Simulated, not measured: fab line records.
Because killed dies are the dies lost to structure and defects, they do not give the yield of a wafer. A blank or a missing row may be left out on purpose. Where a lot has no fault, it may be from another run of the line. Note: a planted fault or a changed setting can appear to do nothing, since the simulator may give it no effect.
Which tool did it?    flow berkeleyCmos170    Sampling: 14 lots, 42 wafers, 2 of 331 route steps

## WHAT THE GAUGES READ, wafer by wafer
UCB170_CONTACT_OVL_MEAS_16. Usual: CONTACT_OVL gives 1 nm (standard deviation 4.3).
lot   measured      on          CONTACT_OVL (nm)  flag
L862  day 6 03:10   overlay-01  -2 0 -4           
L863  day 7 05:24   overlay-02  -1 2 -3           
L865  day 7 12:37   overlay-01  4 -2 8            
L864  day 7 15:16   overlay-02  1 -5 3            
L867  day 7 15:31   overlay-02  7 1 6             
L866  day 8 08:08   overlay-02  -4 -5 -3          
L869  day 8 18:01   overlay-01  4 1 2             
L873  day 10 01:34  overlay-01  60 61 56          OFF
L877  day 10 02:40  overlay-01  54 52 59          OFF
L879  day 10 21:37  overlay-01  7 8 7             
L881  day 11 04:23  overlay-01  -5 -5 -7          
L882  day 11 06:49  overlay-01  5 9 2             
L885  day 11 18:19  overlay-02  4 3 4             
L884  day 11 18:26  overlay-01  7 12 12           

## EACH LOT AND THE TOOL THAT RAN IT (in order: tool; ch and the chambers of the sampled wafers; start)
lot   UCB170_CONTACT_EXPOSE_12
L862  krfScanner-01 ch 0, day 6 02:40
L863  krfScanner-02 ch 0, day 7 04:53
L865  krfScanner-01 ch 0, day 7 12:08
L864  krfScanner-02 ch 0, day 7 14:46
L867  krfScanner-01 ch 0, day 7 15:00
L866  krfScanner-01 ch 0, day 8 07:32
L869  krfScanner-01 ch 0, day 8 17:30
L873  krfScanner-02 ch 0, day 10 01:01
L877  krfScanner-02 ch 0, day 10 01:41
L879  krfScanner-01 ch 0, day 10 21:07
L881  krfScanner-01 ch 0, day 11 03:53
L882  krfScanner-01 ch 0, day 11 06:21
L885  krfScanner-01 ch 0, day 11 17:49
L884  krfScanner-01 ch 0, day 11 17:55
- UCB170_CONTACT_EXPOSE_12: exposes mask CONT, target cd 700 nm.

## AS READ BY THE TOOLS THEMSELVES (means over the sampled wafers that have a number; for cases with no such wafer, the mark the record gives instead)
The record holds no such reading with a usual standard deviation.

## THE ANSWER, worked out from the rows above alone
Rule: a lot counts as off when the mean over its wafers that have a number is more than 3 standard deviations away from the usual mean. Also off: a lot with no number at a reading for which 4 or more lots have one. The other lots that the step has rows for count as sound. First the gauges in route order, then the tools' own readings, where a lot's mean is used as printed above. The first step at which some lot is off is used, and at that step the reading that is off furthest; a lot without a number counts as furthest.
Off: L873, L877, seen at UCB170_CONTACT_OVL_MEAS_16 (CONTACT_OVL).
If a tool, at a process step before that reading, ran all the lots that are off and no sound lot after the first of them, it fits. Those tools and the gauges at UCB170_CONTACT_OVL_MEAS_16 are tried in the same way. One candidate fits, namely krfScanner-02 at UCB170_CONTACT_EXPOSE_12. Its last sound lot is L864 (day 7 14:46), its first lot that is off L873 (day 10 01:01): a fault that began between those two fits.

## WHAT WAS PUT IN BY THE SIMULATOR
Scanner matching overlay: krfScanner-02, from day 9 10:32 on, at UCB170_CONTACT_EXPOSE_12. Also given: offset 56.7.
Shown lots that were struck: L873, L877. Same finding as the rule above.
